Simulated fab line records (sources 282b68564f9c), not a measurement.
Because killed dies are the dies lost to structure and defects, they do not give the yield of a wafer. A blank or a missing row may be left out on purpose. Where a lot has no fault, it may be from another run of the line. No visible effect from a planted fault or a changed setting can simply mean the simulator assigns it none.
fab line records	flow rit-cmos	part 1 of 2: steps 1 to 33 of 47
[record] lots = 5	wafers = 15	last-day = 7
route steps=202 shown PRETRO@64 GATE@75 FOX2@80 REOX@98 NLDD@103
lots that met no fault: taken from a fault-free run of the same line
start-h: start of the lot's first displayed wafer, in hours after the record's first day	wait-h: hours elapsed since this lot's preceding step	" the same as in the row above	L1.1+2: several wafers, shown together as one row	- no value present, or no start provided	* or withheld: withheld	< > ~ a bound
route shown NAME@n: NAME is a module with steps in the file, n the number in the route of the first one	usual: mean and standard deviation over wafers with no fault	same: alike in all rows	chamber/n: place in a boat	sites: the reading at each site	_std_site: their standard deviation	_edge_site: inner sites' mean taken away from outer sites' mean	radius-mm: for every site, how far away it sits from the centre of the wafer	mask NAME#n: copy n	behind: the tool/chamber that last shaped the wafer	hold: the reason the lot was held/the length of the hold in hours/how it ended	device: whichever transistor did not switch (one of n, p or np)	end of line: the same wafers' tests at the end of the route	for a step that has no rows: nothing shown but its recipe	killed: the dies lost at the first sort to structure and to defects; this is not the yield of the wafer	map: the dies of a wafer, with x for killed, . for not killed, _ for no die there
set.NAME: the setting that was run; set.NAME@STEP: the one run at that earlier step	model.NAME: the simulator's own value behind a step, which no gauge read
certain route steps with their lots: each step a table, each wafer a row
services: the hour from which a tool's chamber was out of use, counted from the record's first day as start-h (under 0 if before that day), plus the number of hours and why
[[steps]]
[step RIT_PRETRO_HMDS_00]
[recipe] prime-time-s = 60	prime-temp-c = 140
lot.wafer	tool	chamber	start-h	wait-h
L084.2+3+6	litho-track-02	0	81.26	0.1
L085.1+2+3	litho-track-01	0	86.57	0.1
L088.3+4+6	litho-track-03	0	101.75	0.1
L093.2+4+6	litho-track-02	0	131.02	0.1
L096.1+4+5	litho-track-02	0	144.07	0.1
[step RIT_PRETRO_COAT_01]
[recipe] resist = NOVOLAK	spin-rpm = 2000	resist-thk-nm = 1300
lot.wafer	tool	chamber	start-h	wait-h
L084.2+3+6	litho-track-02	0	81.41	0.1
L085.1+2+3	litho-track-01	0	86.72	0.1
L088.3+4+6	litho-track-03	0	101.90	0.1
L093.2+4+6	litho-track-02	0	131.17	0.1
L096.1+4+5	litho-track-02	0	144.22	0.1
[step RIT_PRETRO_SOFTBAKE_02]
[recipe] resist = NOVOLAK	temp-c = 90	time-s = 60
[usual] plate-temp-C = 90.02/0.13
lot.wafer	tool	chamber	start-h	wait-h	plate-temp-C
L084.2	litho-track-02	0	81.56	0.1	90.13
L084.3	"	0	"	"	89.89
L084.6	"	0	"	"	90.24
L085.1	litho-track-01	0	86.87	0.1	89.95
L085.2	"	0	"	"	90.01
L085.3	"	0	"	"	89.96
L088.3	litho-track-03	0	102.05	0.1	89.93
L088.4	"	0	"	"	89.90
L088.6	"	0	"	"	90.12
L093.2	litho-track-02	0	131.32	0.1	89.80
L093.4	"	0	"	"	89.87
L093.6	"	0	"	"	89.73
L096.1	litho-track-02	0	144.37	0.1	89.86
L096.4	"	0	"	"	89.85
L096.5	"	0	"	"	89.67
[step RIT_PRETRO_EXPOSE_03]
[recipe] mask-id = M5	na = 0.57	target-cd-nm = 43700	dose-mj = 250
lot.wafer	tool	chamber	start-h	wait-h	mask
L084.2+3+6	iline-stepper-01	0	81.71	0.1	M5#0
L085.1+2+3	iline-stepper-01	0	87.02	0.1	M5#0
L088.3+4+6	iline-stepper-02	0	102.31	0.2	M5#0
L093.2+4+6	iline-stepper-01	0	131.46	0.1	M5#0
L096.1+4+5	iline-stepper-02	0	144.64	0.2	M5#0
[step RIT_PRETRO_PEB_04]
[recipe] resist = NOVOLAK	temp-c = withheld	time-s = withheld
lot.wafer	tool	chamber	start-h	wait-h
L084.2+3+6	litho-track-02	0	81.83	0.1
L085.1+2+3	litho-track-02	0	87.14	0.1
L088.3+4+6	litho-track-02	0	102.44	0.1
L093.2+4+6	litho-track-01	0	131.58	0.1
L096.1+4+5	litho-track-01	0	144.76	0.1
[step RIT_PRETRO_DEVELOP_05]
[recipe] resist = NOVOLAK	develop-time-s = 68	dev-temp-c = 23
lot.wafer	tool	chamber	start-h	wait-h
L084.2+3+6	litho-track-02	0	-	-
L085.1+2+3	litho-track-02	0	-	-
L088.3+4+6	litho-track-02	0	-	-
L093.2+4+6	litho-track-01	0	-	-
L096.1+4+5	litho-track-01	0	-	-
[step RIT_PRETRO_OVL_MEAS_06]
[usual] PRETRO_OVL = 0.1/1.3
lot.wafer	tool	chamber	start-h	wait-h	PRETRO_OVL[nm]
L084.2	overlay-01	-	82.12	-	-1.3
L084.3	"	-	"	"	-2.8
L084.6	"	-	"	"	-1.4
L085.1	overlay-02	-	87.45	-	-2.1
L085.2	"	-	"	"	0.6
L085.3	"	-	"	"	-0.8
L088.3	overlay-02	-	102.71	-	0.1
L088.4	"	-	"	"	-0.3
L088.6	"	-	"	"	0.3
L093.2	overlay-02	-	131.88	-	-2.2
L093.4	"	-	"	"	-1.1
L093.6	"	-	"	"	-1.9
L096.1	overlay-01	-	145.07	-	0.1
L096.4	"	-	"	"	-1.0
L096.5	"	-	"	"	2.0
[step RIT_PRETRO_HARDBAKE_07]
[recipe] resist = NOVOLAK	temp-c = 140	time-s = 120
[usual] plate-temp-C = 139.98/0.16
lot.wafer	tool	chamber	start-h	wait-h	plate-temp-C
L084.2	litho-track-01	0	82.54	0.4	139.91
L084.3	"	0	"	"	140.15
L084.6	"	0	"	"	139.78
L085.1	litho-track-02	0	87.49	0.0	140.14
L085.2	"	0	"	"	139.96
L085.3	"	0	"	"	140.01
L088.3	litho-track-01	0	102.82	0.1	139.92
L088.4	"	0	"	"	139.95
L088.6	"	0	"	"	140.00
L093.2	litho-track-02	0	131.95	0.1	140.23
L093.4	"	0	"	"	139.97
L093.6	"	0	"	"	139.99
L096.1	litho-track-03	0	145.11	0.0	140.25
L096.4	"	0	"	"	140.01
L096.5	"	0	"	"	140.21
[step RIT_PRETRO_IMPLANT_08]
[recipe] species = B	energy-kev = 45	dose-cm2 = 1.2e+13	tilt-deg = 7
[usual] faraday-current-uA = 38.2/0.73
lot.wafer	tool	chamber	start-h	wait-h	faraday-current-uA
L084.2	implanter-04	0	82.78	0.2	38.2
L084.3	"	0	"	"	38.2
L084.6	"	0	"	"	37.1
L085.1	implanter-04	0	87.74	0.2	37.9
L085.2	"	0	"	"	37.0
L085.3	"	0	"	"	38.9
L088.3	implanter-02	0	103.04	0.2	38.2
L088.4	"	0	"	"	39.4
L088.6	"	0	"	"	38.9
L093.2	implanter-02	0	132.18	0.2	39.2
L093.4	"	0	"	"	37.4
L093.6	"	0	"	"	37.1
L096.1	implanter-03	0	145.36	0.2	37.7
L096.4	"	0	"	"	39.3
L096.5	"	0	"	"	38.6
[step RIT_PRETRO_STRIP_09]
[recipe] chemistry = O2	time-s = 180	resist = NOVOLAK	platen-temp-c = withheld	power-w = 500	pressure-mtorr = 4000	o2-flow-sccm = 4000
[usual] drypump-motor-current-A = 5.5/0.47
lot.wafer	tool	chamber	start-h	wait-h	drypump-motor-current-A	rf-hours-counter-h
L084.2	plasma-asher-03	1	82.90	0.1	5.7	30
L084.3	"	1	"	"	5.7	-
L084.6	"	0	"	"	6.2	-
L085.1	plasma-asher-04	0	87.89	0.1	5.1	45
L085.2	"	1	"	"	4.9	45
L085.3	"	1	"	"	4.9	-
L088.3	plasma-asher-02	0	103.20	0.1	5.5	-
L088.4	"	1	"	"	5.1	-
L088.6	"	1	"	"	5.1	-
L093.2	plasma-asher-03	1	132.31	0.1	5.7	35
L093.4	"	1	"	"	5.8	-
L093.6	"	0	"	"	6.2	-
L096.1	plasma-asher-04	1	145.51	0.1	4.9	50
L096.4	"	0	"	"	5.1	-
L096.5	"	1	"	"	4.9	-
[step RIT_PRETRO_TW_MEAS_10]
[usual] PRETRO_TW = 476/3.1
lot.wafer	tool	chamber	start-h	wait-h	PRETRO_TW
L084.2	film-metro-02	-	83.09	0.1	471
L084.3	"	-	"	"	475
L084.6	"	-	"	"	475
L085.1	film-metro-02	-	88.06	0.1	476
L085.2	"	-	"	"	472
L085.3	"	-	"	"	474
L088.3	film-metro-03	-	103.33	0.1	474
L088.4	"	-	"	"	478
L088.6	"	-	"	"	475
L093.2	film-metro-02	-	132.49	0.1	477
L093.4	"	-	"	"	477
L093.6	"	-	"	"	476
L096.1	film-metro-03	-	145.69	0.1	475
L096.4	"	-	"	"	473
L096.5	"	-	"	"	474
[step RIT_GATE_WET_ETCH_00]
[recipe] chemistry = BOE	target = SiO2	target-depth-nm = 56	time-s = 60	dry = n2-spin	dilution = 10:1	temp-c = 21.5
lot.wafer	tool	chamber	start-h	wait-h
L084.2+3+6	wet-bench-02	1	83.14	0.0
L085.1+2+3	wet-bench-02	3	88.12	0.1
L088.3+4+6	wet-bench-02	3	103.37	0.0
L093.2+4+6	wet-bench-04	0	132.54	0.0
L096.1+4+5	wet-bench-04	2	145.75	0.1
[step RIT_GATE_CLEAN_01]
[recipe] chemistry = SC1	mix = 3:3:50	time-s = 600	temp-c = 75
[usual] bath-guard-temp-C = 74.6/0.49
lot.wafer	tool	chamber	start-h	wait-h	bath-guard-temp-C
L084.2	wet-bench-04	1	83.19	0.0	74.2
L084.3	"	1	"	"	73.9
L084.6	"	1	"	"	74.1
L085.1	wet-bench-03	1	88.15	0.0	75.2
L085.2	"	1	"	"	75.1
L085.3	"	1	"	"	75.1
L088.3	wet-bench-04	3	103.40	0.0	75.0
L088.4	"	3	"	"	74.7
L088.6	"	3	"	"	74.4
L093.2	wet-bench-04	0	132.60	0.0	75.5
L093.4	"	0	"	"	75.2
L093.6	"	0	"	"	75.0
L096.1	wet-bench-02	0	145.77	0.0	75.2
L096.4	"	0	"	"	74.9
L096.5	"	0	"	"	74.9
[step RIT_GATE_CLEAN_02]
[recipe] chemistry = dHF	dilution = 50:1	time-s = 30
lot.wafer	tool	chamber	start-h	wait-h
L084.2+3+6	wet-bench-02	0	83.36	0.0
L085.1+2+3	wet-bench-04	0	88.32	0.0
L088.3+4+6	wet-bench-03	2	103.75	0.0
L093.2+4+6	wet-bench-03	0	132.98	0.0
L096.1+4+5	wet-bench-03	2	145.95	0.0
[step RIT_GATE_CLEAN_03]
[recipe] chemistry = SC2	mix = 3:3:50	time-s = 600	temp-c = 75	dry = n2-spin
[usual] bath-guard-temp-C = 74.8/0.47
lot.wafer	tool	chamber	start-h	wait-h	bath-guard-temp-C
L084.2	wet-bench-03	0	83.38	0.0	74.9
L084.3	"	0	"	"	74.6
L084.6	"	0	"	"	74.6
L085.1	wet-bench-02	2	88.34	0.0	74.7
L085.2	"	2	"	"	74.8
L085.3	"	2	"	"	74.9
L088.3	wet-bench-02	1	103.76	0.0	74.6
L088.4	"	1	"	"	74.5
L088.6	"	1	"	"	74.8
L093.2	wet-bench-04	1	132.99	0.0	74.1
L093.4	"	1	"	"	74.4
L093.6	"	1	"	"	74.2
L096.1	wet-bench-04	0	145.96	0.0	75.9
L096.4	"	0	"	"	75.2
L096.5	"	0	"	"	75.6
[step RIT_GATE_CLEAN_04]
[recipe] chemistry = dHF	dilution = 50:1	time-s = 60	dry = n2-spin
lot.wafer	tool	chamber	start-h	wait-h
L084.2+3+6	wet-bench-02	1	83.56	0.0
L085.1+2+3	wet-bench-03	3	88.51	0.0
L088.3+4+6	wet-bench-04	2	103.94	0.0
L093.2+4+6	wet-bench-03	3	133.38	0.0
L096.1+4+5	wet-bench-02	1	146.14	0.0
[step RIT_FOX2_THK_MEAS_91]
[recipe] reads = SiO2_of_FOX2_OXIDATION_00
[usual] FIELD_OXIDE_LEFT_2_THK = 254/7.5
lot.wafer	tool	chamber	start-h	wait-h	FIELD_OXIDE_LEFT_2_THK[nm]
L084.2	film-metro-03	-	83.60	0.0	245
L084.3	"	-	"	"	246
L084.6	"	-	"	"	246
L085.1	film-metro-03	-	88.54	0.0	242
L085.2	"	-	"	"	242
L085.3	"	-	"	"	240
L088.3	film-metro-03	-	104.01	0.0	254
L088.4	"	-	"	"	255
L088.6	"	-	"	"	262
L093.2	film-metro-02	-	133.41	0.0	259
L093.4	"	-	"	"	262
L093.6	"	-	"	"	260
L096.1	film-metro-03	-	146.16	0.0	254
L096.4	"	-	"	"	252
L096.5	"	-	"	"	260
[step RIT_GATE_OXIDATION_05]
[recipe] temp-c = 900	ambient = O2	target-thk-a = 30	ox-time-s = 270
lot.wafer	tool	chamber	start-h	wait-h
L084.2+3+6	furnace-02	0	83.65	0.0
L085.1+2+3	furnace-04	0	88.60	0.1
L088.3+4+6	furnace-02	0	106.18	2.2
L093.2+4+6	furnace-03	0	135.39	2.0
L096.1+4+5	furnace-03	0	148.21	2.0
[step RIT_GATE_ANNEAL_06]
[recipe] temp-c = 900	time-s = 600	ambient = N2O
lot.wafer	tool	chamber	start-h	wait-h
L084.2+3+6	furnace-03	0	84.78	0.1
L085.1+2+3	furnace-03	0	89.99	0.3
L088.3+4+6	furnace-03	0	108.15	0.9
L093.2+4+6	furnace-02	0	136.82	0.4
L096.1+4+5	furnace-03	0	149.29	0.0
[step RIT_GATE_THK_MEAS_07]
[recipe] reads = SiO2_of_GATE_OXIDATION_05
[usual] GATE_OXIDE_THK = 3.01/0.066
lot.wafer	tool	chamber	start-h	wait-h	GATE_OXIDE_THK[nm]
L084.2	film-metro-03	-	85.04	0.0	2.98
L084.3	"	-	"	"	3.00
L084.6	"	-	"	"	2.94
L085.1	film-metro-03	-	90.24	0.0	2.96
L085.2	"	-	"	"	2.90
L085.3	"	-	"	"	2.93
L088.3	film-metro-03	-	108.42	0.0	3.00
L088.4	"	-	"	"	3.05
L088.6	"	-	"	"	3.05
L093.2	film-metro-03	-	137.08	0.0	3.05
L093.4	"	-	"	"	3.07
L093.6	"	-	"	"	3.04
L096.1	film-metro-03	-	149.54	0.0	3.02
L096.4	"	-	"	"	2.94
L096.5	"	-	"	"	3.09
[step RIT_GATE_CVD_08]
[recipe] material = poly-Si	target-thk-nm = 250	temp-c = 610	precursor = SiH4	time-s = 2220	pressure-mtorr = 300	sih4-flow-sccm = 100
lot.wafer	tool	chamber	start-h	wait-h
L084.2+3+6	lpcvd-02	1	85.09	0.0
L085.1+2+3	lpcvd-01	0	90.30	0.1
L088.3+4+6	lpcvd-02	1	108.46	0.0
L093.2+4+6	lpcvd-01	0	137.16	0.1
L096.1+4+5	lpcvd-02	0	150.83	1.3
[step RIT_GATE_THK_MEAS_09]
[recipe] reads = poly-Si_of_GATE_CVD_08
[usual] GATE_POLY_THK = 250.3/2
lot.wafer	tool	chamber	start-h	wait-h	GATE_POLY_THK[nm]
L084.2	film-metro-03	-	86.72	0.0	254.5
L084.3	"	-	"	"	251.9
L084.6	"	-	"	"	252.4
L085.1	film-metro-02	-	91.92	0.0	252.9
L085.2	"	-	"	"	252.8
L085.3	"	-	"	"	251.4
L088.3	film-metro-03	-	110.10	0.0	252.5
L088.4	"	-	"	"	251.0
L088.6	"	-	"	"	252.5
L093.2	film-metro-03	-	138.79	0.0	247.1
L093.4	"	-	"	"	247.8
L093.6	"	-	"	"	247.5
L096.1	film-metro-03	-	152.44	0.0	249.0
L096.4	"	-	"	"	250.0
L096.5	"	-	"	"	249.9
[step RIT_GATE_HMDS_10]
[recipe] prime-time-s = 60	prime-temp-c = 140
lot.wafer	tool	chamber	start-h	wait-h
L084.2+3+6	litho-track-03	0	86.79	0.1
L085.1+2+3	litho-track-04	0	91.98	0.1
L088.3+4+6	litho-track-01	0	110.19	0.1
L093.2+4+6	litho-track-04	0	138.87	0.1
L096.1+4+5	litho-track-03	0	152.50	0.1
[step RIT_GATE_COAT_11]
[recipe] resist = NOVOLAK	spin-rpm = 4250	resist-thk-nm = 850
lot.wafer	tool	chamber	start-h	wait-h
L084.2+3+6	litho-track-03	0	86.94	0.1
L085.1+2+3	litho-track-04	0	92.13	0.1
L088.3+4+6	litho-track-01	0	110.34	0.1
L093.2+4+6	litho-track-04	0	139.02	0.1
L096.1+4+5	litho-track-03	0	152.65	0.1
[step RIT_GATE_SOFTBAKE_12]
[recipe] resist = NOVOLAK	temp-c = 90	time-s = 60
[usual] plate-temp-C = 89.98/0.13
lot.wafer	tool	chamber	start-h	wait-h	plate-temp-C
L084.2	litho-track-03	0	87.09	0.1	89.93
L084.3	"	0	"	"	89.90
L084.6	"	0	"	"	90.07
L085.1	litho-track-04	0	92.28	0.1	89.98
L085.2	"	0	"	"	89.85
L085.3	"	0	"	"	90.07
L088.3	litho-track-01	0	110.49	0.1	89.91
L088.4	"	0	"	"	89.93
L088.6	"	0	"	"	90.20
L093.2	litho-track-04	0	139.17	0.1	89.73
L093.4	"	0	"	"	89.75
L093.6	"	0	"	"	90.04
L096.1	litho-track-03	0	152.80	0.1	89.84
L096.4	"	0	"	"	90.02
L096.5	"	0	"	"	89.97
[step RIT_GATE_EXPOSE_13]
[recipe] mask-id = M6	na = 0.6	source-shape = conventional	sigma-outer = 0.6	target-cd-nm = 150	dose-mj = 380
lot.wafer	tool	chamber	start-h	wait-h	mask
L084.2+3+6	iline-stepper-02	0	87.36	0.2	M6#0
L085.1+2+3	iline-stepper-01	0	92.56	0.2	M6#0
L088.3+4+6	iline-stepper-02	0	110.63	0.1	M6#0
L093.2+4+6	iline-stepper-01	0	139.45	0.3	M6#0
L096.1+4+5	iline-stepper-02	0	152.95	0.1	M6#0
[step RIT_GATE_PEB_14]
[recipe] resist = NOVOLAK	temp-c = withheld	time-s = withheld
lot.wafer	tool	chamber	start-h	wait-h
L084.2+3+6	litho-track-03	0	87.72	0.3
L085.1+2+3	litho-track-03	0	92.81	0.2
L088.3+4+6	litho-track-01	0	110.75	0.1
L093.2+4+6	litho-track-04	0	139.57	0.1
L096.1+4+5	litho-track-04	0	153.22	0.2
[step RIT_GATE_DEVELOP_15]
[recipe] resist = NOVOLAK	develop-time-s = 50	dev-temp-c = 23
lot.wafer	tool	chamber	start-h	wait-h
L084.2+3+6	litho-track-03	0	-	-
L085.1+2+3	litho-track-03	0	-	-
L088.3+4+6	litho-track-01	0	-	-
L093.2+4+6	litho-track-04	0	-	-
L096.1+4+5	litho-track-04	0	-	-
[step RIT_GATE_CD_MEAS_16]
[recipe] target-cd-nm = 150
[usual] cd-nm = 149.3/2.1
lot.wafer	tool	chamber	start-h	wait-h	cd-nm
L084.2	cd-sem-01	-	88.00	-	150.0
L084.3	"	-	"	"	150.9
L084.6	"	-	"	"	146.5
L085.1	cd-sem-01	-	93.09	-	151.2
L085.2	"	-	"	"	150.5
L085.3	"	-	"	"	149.6
L088.3	cd-sem-01	-	111.03	-	147.1
L088.4	"	-	"	"	146.1
L088.6	"	-	"	"	147.8
L093.2	cd-sem-01	-	139.85	-	146.4
L093.4	"	-	"	"	147.2
L093.6	"	-	"	"	148.0
L096.1	cd-sem-02	-	153.51	-	148.0
L096.4	"	-	"	"	147.3
L096.5	"	-	"	"	150.3
[step RIT_GATE_OVL_MEAS_17]
[usual] GATE_OVL = 0.7/1.3
lot.wafer	tool	chamber	start-h	wait-h	GATE_OVL[nm]
L084.2	overlay-02	-	88.11	0.1	1.4
L084.3	"	-	"	"	0.1
L084.6	"	-	"	"	-0.4
L085.1	overlay-01	-	93.21	0.1	1.0
L085.2	"	-	"	"	0.6
L085.3	"	-	"	"	-1.1
L088.3	overlay-01	-	111.12	0.1	-0.3
L088.4	"	-	"	"	1.1
L088.6	"	-	"	"	0.0
L093.2	overlay-02	-	139.95	0.1	-0.5
L093.4	"	-	"	"	-2.0
L093.6	"	-	"	"	-2.3
L096.1	overlay-02	-	153.63	0.1	0.9
L096.4	"	-	"	"	2.9
L096.5	"	-	"	"	1.8
[step RIT_GATE_HARDBAKE_18]
[recipe] resist = NOVOLAK	temp-c = 140	time-s = 60
[usual] plate-temp-C = 140.03/0.14
lot.wafer	tool	chamber	start-h	wait-h	plate-temp-C
L084.2	litho-track-03	0	88.16	0.0	139.98
L084.3	"	0	"	"	139.88
L084.6	"	0	"	"	140.18
L085.1	litho-track-01	0	93.25	0.0	140.11
L085.2	"	0	"	"	140.01
L085.3	"	0	"	"	139.96
L088.3	litho-track-04	0	111.27	0.1	140.18
L088.4	"	0	"	"	140.29
L088.6	"	0	"	"	140.01
L093.2	litho-track-04	0	140.01	0.0	139.84
L093.4	"	0	"	"	139.99
L093.6	"	0	"	"	140.16
L096.1	litho-track-01	0	153.74	0.1	139.96
L096.4	"	0	"	"	140.03
L096.5	"	0	"	"	139.92
[step RIT_GATE_ETCH_19]
[recipe] chemistry = SF6/CHF3/O2	time-s = 165	SF6_flow_sccm = 30	CHF3_flow_sccm = 30	O2_flow_sccm = 5	target = poly-Si	pressure-mtorr = 40	rf-w = 160	target-depth-a = 3125	over-etch-frac = 0.25	stop-on = SiO2
[usual] drypump-motor-current-A = 5.4/0.35	oes-product-au = 0.847/0.013	throttle-valve-pct = 10.23/0.13
lot.wafer	tool	chamber	start-h	wait-h	drypump-motor-current-A	oes-product-au	rf-hours-counter-h	throttle-valve-pct
L084.2	rie-si-02	3	88.29	0.1	5.2	0.827	72	10.29
L084.3	"	1	"	"	5.9	0.854	29	10.19
L084.6	"	2	"	"	5.7	0.848	-	10.11
L085.1	rie-si-01	0	93.40	0.1	4.9	0.862	52	10.02
L085.2	"	3	"	"	4.9	0.844	75	10.16
L085.3	"	1	"	"	5.5	0.884	150	10.48
L088.3	rie-si-02	0	111.37	0.1	5.5	0.868	2	10.21
L088.4	"	1	"	"	5.9	0.845	29	10.21
L088.6	"	0	"	"	5.5	0.860	-	10.19
L093.2	rie-si-01	1	140.13	0.1	5.5	0.831	0	10.48
L093.4	"	3	"	"	4.9	0.839	-	10.17
L093.6	"	1	"	"	5.5	0.830	-	10.49
L096.1	rie-si-02	0	153.89	0.1	5.5	0.859	2	10.21
L096.4	"	3	"	"	5.2	0.829	73	10.29
L096.5	"	3	"	"	5.2	0.820	-	10.33
[step RIT_GATE_STRIP_20]
[recipe] chemistry = O2	time-s = 180	resist = NOVOLAK	platen-temp-c = withheld	power-w = 500	pressure-mtorr = 4000	o2-flow-sccm = 4000
[usual] drypump-motor-current-A = 5.27/0.24
lot.wafer	tool	chamber	start-h	wait-h	drypump-motor-current-A	rf-hours-counter-h
L084.2	plasma-asher-01	1	88.40	0.1	5.47	43
L084.3	"	0	"	"	5.47	-
L084.6	"	0	"	"	5.48	-
L085.1	plasma-asher-01	1	93.51	0.1	5.49	43
L085.2	"	0	"	"	5.47	43
L085.3	"	1	"	"	5.49	-
L088.3	plasma-asher-02	0	111.54	0.1	5.51	-
L088.4	"	1	"	"	5.10	-
L088.6	"	0	"	"	5.52	-
L093.2	plasma-asher-01	1	140.24	0.1	5.46	2
L093.4	"	1	"	"	5.48	-
L093.6	"	0	"	"	5.49	-
L096.1	plasma-asher-04	1	154.00	0.1	4.97	51
L096.4	"	1	"	"	4.96	-
L096.5	"	1	"	"	4.93	-
